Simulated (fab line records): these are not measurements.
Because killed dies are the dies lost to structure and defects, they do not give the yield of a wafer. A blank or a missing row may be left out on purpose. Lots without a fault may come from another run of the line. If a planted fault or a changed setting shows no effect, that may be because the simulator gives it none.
Chamber matching    flow berkeley-cmos170    UCB170_ACTIVE_ETCH_15 on rie-diel-01 has 4 sister chambers
The step etches Si3N4 in CH3F/Ar/O2, stops on SiO2, target depth 242 nm, time 151 s. 14 wafers are shown with their chamber, then 7 later ones without.

WAFERS PAIRED WITH THEIR CHAMBERS
wafer   chamber  drypump-motor-current-A (A)  throttle-valve-pct (%)  oes-product-au (a.u.)
L823.3  2        5.3                          7.96                    0.930
L823.4  3        6.1                          8.08                    0.945
L823.6  1        4.9                          8.01                    0.931
L824.2  1        4.9                          8.01                    0.926
L824.3  3        6.1                          8.08                    0.944
L824.5  0        5.1                          7.95                    0.949
L840.2  1        4.9                          8.01                    0.924
L840.4  3        6.1                          8.05                    0.939
L840.5  0        5.1                          7.95                    0.951
L838.2  2        5.3                          7.96                    0.919
L838.3  1        4.9                          8.00                    0.914
L838.4  0        5.1                          7.95                    0.945
L841.3  1        4.8                          8.02                    0.926
L841.5  3        6.1                          8.08                    0.945

SIGNATURES (means of the wafers above)
reading                  chamber 0  chamber 1  chamber 2  chamber 3  scatter within a chamber
drypump-motor-current-A  5.100      4.880      5.300      6.100      0.0283
throttle-valve-pct       7.9500     8.0100     7.9600     8.0725     0.00935
oes-product-au           0.94833    0.92420    0.92450    0.94325    0.00511
Rule: a wafer lies at a distance from a chamber equal to the root of the sum of squares, over the readings, of (its reading less the chamber's mean, divided by the reading's scatter). If the next closest chamber is less than 2 further off than the closest, the wafer can't be placed; otherwise it belongs to the closest. The scatter: take each reading less its chamber's mean, square it, sum over the shown wafers, divide by the number of wafers less the number of chambers, and take the root.

WAFERS WITH NO CHAMBER GIVEN
wafer   drypump-motor-current-A (A)  throttle-valve-pct (%)  oes-product-au (a.u.)
L841.6  5.1                          7.96                    0.946
L842.1  5.1                          7.93                    0.946
L842.4  5.3                          7.95                    0.922
L842.5  4.8                          8.00                    0.928
L845.2  5.1                          7.97                    0.945
L845.5  5.1                          7.96                    0.947
L845.6  4.9                          8.00                    0.928

THE CHAMBER EACH PASSED THROUGH
wafer   from the rows above  in truth
L841.6  0                    0
L842.1  0                    0
L842.4  2                    2
L842.5  1                    1
L845.2  0                    0
L845.5  0                    0
L845.6  1                    1
7 of 7 placed correctly. Not placeable from these rows: 0. Wrongly placed: 0.
